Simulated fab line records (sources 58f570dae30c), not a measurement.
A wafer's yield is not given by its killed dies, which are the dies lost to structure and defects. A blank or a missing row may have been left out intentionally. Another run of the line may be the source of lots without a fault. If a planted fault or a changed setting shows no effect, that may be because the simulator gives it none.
Which of the tools did it? | flow berkeley-cmos170 | 45 wafers from 15 lots sampled at 5 of the route's 331 steps

WHAT EACH GAUGE READ, for each wafer
UCB170_NWELL_OVL_MEAS_12. Usual: NWELL_OVL typically reads -5 nm, with standard deviation 5.6.
lot  | measured    | on         | NWELL_OVL (nm) | flag
L282 | day 2 12:47 | overlay-01 | -1 -11 -10     |
L281 | day 2 13:18 | overlay-01 | -1 3 7         |
L284 | day 3 02:18 | overlay-01 | -3 -4 2        |
L283 | day 3 02:34 | overlay-01 | -12 -8 -5      |
L285 | day 3 11:52 | overlay-01 | -7 5 -2        |
L286 | day 3 12:25 | overlay-02 | -2 4 -4        |
L287 | day 3 18:58 | overlay-02 | 0 -11 -3       |
L291 | day 4 16:50 | overlay-02 | -6 2 -7        |
L292 | day 4 21:26 | overlay-02 | -4 0 -8        |
L294 | day 5 05:01 | overlay-01 | -12 -9 -9      |
L293 | day 5 05:16 | overlay-02 | -8 -6 -6       |
L297 | day 6 01:58 | overlay-01 | -8 -8 -5       |
L298 | day 6 02:10 | overlay-02 | -4 -1 -7       |
L299 | day 6 16:30 | overlay-02 | -20 -11 -11    |
L300 | day 6 16:44 | overlay-02 | 2 -2 -3        |

UCB170_PWELL_TW_MEAS_17. Usual: PWELL_TW typically reads 379, with standard deviation 3.5.
lot  | measured    | on            | PWELL_TW    | flag
L282 | day 3 09:19 | film-metro-01 | 377 375 375 |
L281 | day 3 10:14 | film-metro-01 | 377 378 378 |
L284 | day 3 20:28 | film-metro-02 | 382 383 381 |
L283 | day 3 20:43 | film-metro-01 | 378 376 376 |
L285 | day 4 11:49 | film-metro-02 | 378 378 379 |
L286 | day 4 11:31 | film-metro-04 | 381 381 380 |
L287 | day 4 12:01 | film-metro-04 | 384 383 383 |
L291 | day 5 13:44 | film-metro-02 | 373 374 374 |
L292 | day 5 18:53 | film-metro-02 | 376 372 374 |
L294 | day 6 04:48 | film-metro-02 | 375 376 377 |
L293 | day 6 04:39 | film-metro-04 | 383 384 385 |
L297 | day 7 04:02 | film-metro-02 | 376 377 377 |
L298 | day 7 03:56 | film-metro-01 | 376 377 377 |
L299 | day 7 12:11 | film-metro-01 | 375 376 376 |
L300 | day 7 11:57 | film-metro-04 | 381 383 382 |

UCB170_ACTIVE_THK_MEAS_03. Usual: ACTIVE_OXIDE_THK typically reads 26.4 nm, with standard deviation 0.56.
lot  | measured    | on            | ACTIVE_OXIDE_THK (nm) | flag
L282 | day 4 10:34 | film-metro-03 | 25.2 25.0 24.6        |
L281 | day 4 16:10 | film-metro-03 | 25.7 26.4 25.3        |
L284 | day 5 00:56 | film-metro-01 | 26.4 27.0 26.4        |
L283 | day 5 00:57 | film-metro-03 | 26.7 26.9 26.5        |
L285 | day 5 12:32 | film-metro-02 | 27.3 26.5 27.3        |
L286 | day 5 12:28 | film-metro-01 | 26.5 26.7 26.2        |
L287 | day 5 12:30 | film-metro-03 | 26.8 26.8 26.7        |
L291 | day 6 15:11 | film-metro-02 | 27.3 26.9 26.7        |
L292 | day 6 15:11 | film-metro-01 | 26.6 26.4 26.8        |
L294 | day 7 03:37 | film-metro-02 | 26.7 26.8 26.6        |
L293 | day 7 03:38 | film-metro-03 | 26.8 27.0 26.5        |
L297 | day 8 17:13 | film-metro-01 | 25.2 25.9 25.3        |
L298 | day 8 17:13 | film-metro-02 | 26.1 25.8 26.3        |
L299 | day 8 22:28 | film-metro-01 | 26.5 26.1 26.5        |
L300 | day 8 22:28 | film-metro-03 | 27.0 26.7 26.7        |

UCB170_ACTIVE_THK_MEAS_06. Usual: ACTIVE_NITRIDE_THK typically reads 220.4 nm, with standard deviation 1.6.
lot  | measured    | on            | ACTIVE_NITRIDE_THK (nm) | flag
L282 | day 4 18:53 | film-metro-01 | 220.4 220.6 220.5       |
L281 | day 4 23:50 | film-metro-01 | 220.5 221.0 220.7       |
L284 | day 5 09:32 | film-metro-01 | 221.7 219.8 220.4       |
L283 | day 5 09:33 | film-metro-03 | 222.0 219.8 221.9       |
L285 | day 5 19:26 | film-metro-02 | 220.1 220.5 219.4       |
L286 | day 5 19:25 | film-metro-03 | 221.9 221.8 221.9       |
L287 | day 5 19:31 | film-metro-03 | 220.7 220.5 222.1       |
L291 | day 7 04:16 | film-metro-01 | 177.5 176.2 177.6       | OFF
L292 | day 7 04:17 | film-metro-03 | 178.2 179.6 178.6       | OFF
L294 | day 7 11:49 | film-metro-02 | 180.1 177.4 178.1       | OFF
L293 | day 7 11:50 | film-metro-03 | 179.6 178.9 178.9       | OFF
L297 | day 9 01:47 | film-metro-03 | 219.0 216.8 217.9       |
L298 | day 9 01:51 | film-metro-03 | 219.0 218.1 221.0       |
L299 | day 9 01:47 | film-metro-02 | 218.8 220.2 219.4       |
L300 | day 9 01:51 | film-metro-02 | 218.3 218.5 219.3       |

TOOL THAT RAN EACH LOT (tool first, then ch and the chambers of the sampled wafers, then the start)
lot  | UCB170_ACTIVE_CVD_05
L282 | lpcvd-01 ch 1, day 4 16:58
L281 | lpcvd-02 ch 1, day 4 21:55
L284 | lpcvd-02 ch 0, day 5 07:37
L283 | lpcvd-02 ch 1, day 5 07:37
L285 | lpcvd-02 ch 1, day 5 17:31
L286 | lpcvd-02 ch 0, day 5 17:31
L287 | lpcvd-02 ch 0, day 5 17:31
L291 | lpcvd-01 ch 0, day 7 02:20
L292 | lpcvd-01 ch 0, day 7 02:20
L294 | lpcvd-01 ch 0, day 7 09:53
L293 | lpcvd-01 ch 0, day 7 09:53
L297 | lpcvd-02 ch 1, day 8 23:53
L298 | lpcvd-02 ch 0, day 8 23:53
L299 | lpcvd-02 ch 1, day 8 23:53
L300 | lpcvd-02 ch 1, day 8 23:53
- UCB170_ACTIVE_CVD_05: deposits Si3N4 from SiH2Cl2/NH3, target thk 220 nm, time 3300 s.

AS READ BY THE TOOLS THEMSELVES (means over the sampled wafers that have a number; for cases with no such wafer, the mark the record gives instead)
UCB170_ACTIVE_CVD_05. Usual: zone-power-centre-pct 35.6 %, standard deviation 2.4; zone-power-source-pct 21.4 %, standard deviation 1.5.
lot  | tool     | zone-power-centre-pct (%) | zone-power-source-pct (%) | flag
L282 | lpcvd-01 | 40.7                      | 22.7                      |
L281 | lpcvd-02 | 35.6                      | 19.5                      |
L284 | lpcvd-02 | 32.8                      | 20.4                      |
L283 | lpcvd-02 | 36.4                      | 19.5                      |
L285 | lpcvd-02 | 35.8                      | 19.7                      |
L286 | lpcvd-02 | 32.7                      | 20.2                      |
L287 | lpcvd-02 | 32.7                      | 20.5                      |
L291 | lpcvd-01 | 35.2                      | 23.0                      |
L292 | lpcvd-01 | 35.2                      | 22.9                      |
L294 | lpcvd-01 | 35.1                      | 22.7                      |
L293 | lpcvd-01 | 35.0                      | 22.9                      |
L297 | lpcvd-02 | 35.6                      | 19.5                      |
L298 | lpcvd-02 | 32.6                      | 20.3                      |
L299 | lpcvd-02 | 35.9                      | 19.3                      |
L300 | lpcvd-02 | 35.8                      | 19.5                      |

THE ANSWER, worked out from the rows above alone
Rule: a lot is off if the mean of its wafers that have a number lies more than 3 standard deviations from the usual mean. A lot without any number at a reading at which 4 lots or more have one is off too. Where the step has rows for the other lots, those lots are counted as sound. Order of review: gauges by route order, followed by the tools' own readings, for which a lot's mean as printed above is used. At the first step where some lot is off, the reading lying furthest off is the one used; lots without a number count as furthest.
Off: L291, L292, L294, L293, seen at UCB170_ACTIVE_THK_MEAS_06 (ACTIVE_NITRIDE_THK).
A tool fits if, at a process step before that reading, it ran every lot that is off, and no sound lot after the first of them. Gauges at UCB170_ACTIVE_THK_MEAS_06: tried the same way as those tools. One fits: UCB170_ACTIVE_CVD_05 on lpcvd-01. Its last sound lot is L282 (day 4 16:58), its first lot that is off L291 (day 7 02:20): a fault that began between those two fits.

WHAT THE SIMULATOR PUT IN
Site profile drift: lpcvd-01, from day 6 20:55 on, at UCB170_ACTIVE_CVD_05. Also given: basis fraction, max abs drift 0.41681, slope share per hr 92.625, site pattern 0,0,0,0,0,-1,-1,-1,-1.
Shown lots that were struck: L291, L292, L294, L293. The rule given above showed the same thing.
